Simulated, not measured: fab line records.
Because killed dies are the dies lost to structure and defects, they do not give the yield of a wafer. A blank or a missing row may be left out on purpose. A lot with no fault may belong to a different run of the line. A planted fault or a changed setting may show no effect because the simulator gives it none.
One fault seen from 2 desks	flow rit cmos	each desk holds nothing but its own numbers, with what lay behind them at the end

== METROLOGY DESK ==
Lot by lot, what the gauges showed, no matter which tool ran the lot: averages of those sampled wafers that carry a number. The brackets show how far a lot's mean lies from the usual mean; more than 4 standard deviations puts the lot out of limits, marked OUT.
Columns: A = GATE_OXIDE_THK at RIT_GATE_THK_MEAS_07, usual 3.01 nm; B = GATE_POLY_THK at RIT_GATE_THK_MEAS_09, usual 251.3 nm; C = cd nm at RIT_GATE_CD_MEAS_16, usual 150.5 nm; D = GATE_OVL at RIT_GATE_OVL_MEAS_17, usual 0.0 nm
lot	first seen here	A	B	C	D
L430	day 2 21:08	2.98	252.8	151.2	-0.6
L432	day 3 06:39	2.99	246.5	149.9	1.1
L433	day 3 10:46	3.10	252.5	152.0	-1.9
L446	day 6 11:38	3.09	250.1	153.0	2.5
L447	day 6 16:11	2.99	253.1	153.8	-2.1
L449	day 7 01:16	3.11	250.5	151.5	-1.8
This desk's verdict: no lot among the 6 shows anything out of limits.

== AT THE TOOL OWNER'S DESK: rie si-01 ==
The tool's own readings at RIT_GATE_ETCH_19 (etches poly-Si in SF6/CHF3/O2, stops on SiO2, time 165 s, target depth 312.5 nm): means of the sampled wafers that have a number, for each lot that ran on this tool. The brackets show how far a lot's mean lies from the usual mean; more than 4 standard deviations puts the lot out of limits, marked OUT.
Columns: A = drypump motor current A at RIT_GATE_ETCH_19, usual 5.7 A; B = oes product au at RIT_GATE_ETCH_19, usual 0.849 a.u.; C = throttle valve pct at RIT_GATE_ETCH_19, usual 10.26 %
lot	first seen here	A	B	C
L433	day 3 13:50	5.2	0.850	10.10
L447	day 6 20:22	5.7	0.891	10.27
L449	day 7 04:09	5.7	0.886	10.26
This desk's verdict: no lot among the 3 shows anything out of limits.

== PUT TOGETHER ==
From the metrology desk's view, nothing was out of limits.
The desk of the tool owner found nothing out of limits.

== WHAT THE SIMULATOR PUT IN ==
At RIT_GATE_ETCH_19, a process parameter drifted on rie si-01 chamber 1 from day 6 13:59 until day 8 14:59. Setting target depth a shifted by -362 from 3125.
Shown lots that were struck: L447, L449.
